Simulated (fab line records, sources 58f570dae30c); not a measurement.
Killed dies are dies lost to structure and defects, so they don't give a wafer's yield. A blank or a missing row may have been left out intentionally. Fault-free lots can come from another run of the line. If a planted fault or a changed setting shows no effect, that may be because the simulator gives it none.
Which tool was responsible? :: flow berkeley_cmos170 :: 14 lots with 42 wafers sampled at 3 steps, on a route of 331 steps

WHAT THE GAUGES SHOWED, per wafer
UCB170_SDANNEAL_RS_MEAS_02: a four-point-probe measurement. Usual: for PSD_RS the level is 75.59 ohm/sq and the standard deviation is 0.27.
lot: L137
measured: day 7 03:15
on: film_metro-04
PSD_RS (ohm/sq): 76.04 75.85 76.07
flag: 

lot: L140
measured: day 7 14:51
on: film_metro-03
PSD_RS (ohm/sq): 75.39 75.57 75.68
flag: 

lot: L139
measured: day 7 13:56
on: film_metro-03
PSD_RS (ohm/sq): 75.60 75.58 75.45
flag: 

lot: L138
measured: day 7 15:02
on: film_metro-04
PSD_RS (ohm/sq): 75.55 75.85 76.20
flag: 

lot: L142
measured: day 7 20:15
on: film_metro-02
PSD_RS (ohm/sq): 75.33 75.75 75.87
flag: 

lot: L143
measured: day 8 05:32
on: film_metro-03
PSD_RS (ohm/sq): 75.60 75.91 75.54
flag: 

lot: L145
measured: day 8 06:01
on: film_metro-03
PSD_RS (ohm/sq): 75.45 75.32 75.90
flag: 

lot: L147
measured: day 9 02:55
on: film_metro-03
PSD_RS (ohm/sq): 75.67 75.69 75.83
flag: 

lot: L149
measured: day 9 09:42
on: film_metro-03
PSD_RS (ohm/sq): 75.67 75.56 75.54
flag: 

lot: L152
measured: day 10 06:10
on: film_metro-04
PSD_RS (ohm/sq): 75.28 75.43 75.17
flag: 

lot: L153
measured: day 10 05:40
on: film_metro-03
PSD_RS (ohm/sq): 75.44 75.52 75.23
flag: 

lot: L156
measured: day 10 15:53
on: film_metro-02
PSD_RS (ohm/sq): 75.68 75.78 76.02
flag: 

lot: L157
measured: day 11 06:34
on: film_metro-03
PSD_RS (ohm/sq): 75.37 75.13 75.27
flag: 

lot: L159
measured: day 11 16:28
on: film_metro-04
PSD_RS (ohm/sq): 75.91 75.99 75.87
flag: 

UCB170_SILICIDE_THK_MEAS_03: measures by xrf. Usual: for SILICIDE_TI_THK the level is 29.4 nm and the standard deviation is 0.31.
lot: L137
measured: day 7 03:56
on: film_metro-02
SILICIDE_TI_THK (nm): 28.7 29.0 28.9
flag: 

lot: L140
measured: day 7 15:32
on: film_metro-01
SILICIDE_TI_THK (nm): 29.1 29.0 29.4
flag: 

lot: L139
measured: day 7 14:38
on: film_metro-01
SILICIDE_TI_THK (nm): 29.2 29.0 29.0
flag: 

lot: L138
measured: day 7 15:43
on: film_metro-04
SILICIDE_TI_THK (nm): 29.2 29.6 29.3
flag: 

lot: L142
measured: day 7 20:56
on: film_metro-04
SILICIDE_TI_THK (nm): 29.5 29.9 29.6
flag: 

lot: L143
measured: day 8 06:14
on: film_metro-04
SILICIDE_TI_THK (nm): 29.0 29.5 29.3
flag: 

lot: L145
measured: day 8 06:43
on: film_metro-01
SILICIDE_TI_THK (nm): 29.8 29.8 29.7
flag: 

lot: L147
measured: day 9 03:36
on: film_metro-02
SILICIDE_TI_THK (nm): 29.4 29.6 29.6
flag: 

lot: L149
measured: day 9 10:23
on: film_metro-01
SILICIDE_TI_THK (nm): 29.0 29.0 29.2
flag: 

lot: L152
measured: day 10 06:51
on: film_metro-01
SILICIDE_TI_THK (nm): 28.9 28.9 28.8
flag: 

lot: L153
measured: day 10 06:20
on: film_metro-01
SILICIDE_TI_THK (nm): 29.2 29.3 29.1
flag: 

lot: L156
measured: day 10 16:35
on: film_metro-01
SILICIDE_TI_THK (nm): 29.2 28.8 29.1
flag: 

lot: L157
measured: day 11 07:13
on: film_metro-02
SILICIDE_TI_THK (nm): 29.8 29.5 29.5
flag: 

lot: L159
measured: day 11 17:10
on: film_metro-01
SILICIDE_TI_THK (nm): 28.8 28.8 28.8
flag: 

WHICH TOOL RAN EACH LOT (tool, then ch and the chambers of the sampled wafers, then the start)
lot: L137
UCB170_PSD_STRIP_09: plasma_asher-04 ch 0, day 6 23:55

lot: L140
UCB170_PSD_STRIP_09: plasma_asher-02 ch 0,1, day 7 09:38

lot: L139
UCB170_PSD_STRIP_09: plasma_asher-03 ch 0, day 7 09:52

lot: L138
UCB170_PSD_STRIP_09: plasma_asher-02 ch 0,1, day 7 10:10

lot: L142
UCB170_PSD_STRIP_09: plasma_asher-04 ch 0,1, day 7 15:59

lot: L143
UCB170_PSD_STRIP_09: plasma_asher-03 ch 0,1, day 8 00:08

lot: L145
UCB170_PSD_STRIP_09: plasma_asher-02 ch 0,1, day 8 00:16

lot: L147
UCB170_PSD_STRIP_09: plasma_asher-04 ch 0,1, day 8 23:52

lot: L149
UCB170_PSD_STRIP_09: plasma_asher-04 ch 0,1, day 9 04:44

lot: L152
UCB170_PSD_STRIP_09: plasma_asher-04 ch 0,1, day 10 01:05

lot: L153
UCB170_PSD_STRIP_09: plasma_asher-03 ch 0,1, day 10 01:20

lot: L156
UCB170_PSD_STRIP_09: plasma_asher-04 ch 0, day 10 11:31

lot: L157
UCB170_PSD_STRIP_09: plasma_asher-04 ch 0,1, day 11 02:40

lot: L159
UCB170_PSD_STRIP_09: plasma_asher-04 ch 0,1, day 11 12:38
- UCB170_PSD_STRIP_09: strips in O2.

AS READ BY THE TOOLS THEMSELVES (means over the sampled wafers that have a number; for cases with no such wafer, the mark the record gives instead)
UCB170_PSD_STRIP_09. Usual: drypump_motor_current_A 5.61 A, standard deviation 0.25; oes_product_au 0.600 a.u., standard deviation 0.0046; strip_time_to_endpoint_s 29.42 s, standard deviation 0.079.
lot: L137
tool: plasma_asher-04
drypump_motor_current_A (A): 5.35
oes_product_au (a.u.): 0.601
strip_time_to_endpoint_s (s): 29.34
flag: 

lot: L140
tool: plasma_asher-02
drypump_motor_current_A (A): 5.54
oes_product_au (a.u.): 0.603
strip_time_to_endpoint_s (s): 29.34
flag: 

lot: L139
tool: plasma_asher-03
drypump_motor_current_A (A): 5.68
oes_product_au (a.u.): 0.602
strip_time_to_endpoint_s (s): 29.42
flag: 

lot: L138
tool: plasma_asher-02
drypump_motor_current_A (A): 5.51
oes_product_au (a.u.): 0.602
strip_time_to_endpoint_s (s): 29.39
flag: 

lot: L142
tool: plasma_asher-04
drypump_motor_current_A (A): 5.45
oes_product_au (a.u.): 0.603
strip_time_to_endpoint_s (s): 29.35
flag: 

lot: L143
tool: plasma_asher-03
drypump_motor_current_A (A): 5.86
oes_product_au (a.u.): 0.600
strip_time_to_endpoint_s (s): 29.34
flag: 

lot: L145
tool: plasma_asher-02
drypump_motor_current_A (A): 5.55
oes_product_au (a.u.): 0.600
strip_time_to_endpoint_s (s): 29.45
flag: 

lot: L147
tool: plasma_asher-04
drypump_motor_current_A (A): 5.42
oes_product_au (a.u.): 0.596
strip_time_to_endpoint_s (s): 29.45
flag: 

lot: L149
tool: plasma_asher-04
drypump_motor_current_A (A): 5.41
oes_product_au (a.u.): 0.600
strip_time_to_endpoint_s (s): 29.40
flag: 

lot: L152
tool: plasma_asher-04
drypump_motor_current_A (A): 5.49
oes_product_au (a.u.): 0.604
strip_time_to_endpoint_s (s): 29.55
flag: 

lot: L153
tool: plasma_asher-03
drypump_motor_current_A (A): 6.03
oes_product_au (a.u.): 0.601
strip_time_to_endpoint_s (s): 29.51
flag: 

lot: L156
tool: plasma_asher-04
drypump_motor_current_A (A): 5.35
oes_product_au (a.u.): 0.605
strip_time_to_endpoint_s (s): 29.42
flag: 

lot: L157
tool: plasma_asher-04
drypump_motor_current_A (A): 5.42
oes_product_au (a.u.): 0.600
strip_time_to_endpoint_s (s): 29.37
flag: 

lot: L159
tool: plasma_asher-04
drypump_motor_current_A (A): 5.50
oes_product_au (a.u.): 0.599
strip_time_to_endpoint_s (s): 29.32
flag: 

THE ANSWER, worked out from the rows above alone
Rule: take the mean of a lot's wafers that have a number; if it is more than 3 standard deviations from the usual mean, the lot is off. A lot without any number at a reading at which 4 lots or more have one is off too. Where the step has rows for the other lots, those lots are counted as sound. First the gauges in route order, then the tools' own readings, where a lot's mean is used as printed above. The first step at which some lot is off is used, and at that step the reading that is off furthest; a lot without a number counts as furthest.
No lot is off on any of the readings shown, so nothing can be concluded from this.

WHAT HAD BEEN PUT IN BY THE SIMULATOR
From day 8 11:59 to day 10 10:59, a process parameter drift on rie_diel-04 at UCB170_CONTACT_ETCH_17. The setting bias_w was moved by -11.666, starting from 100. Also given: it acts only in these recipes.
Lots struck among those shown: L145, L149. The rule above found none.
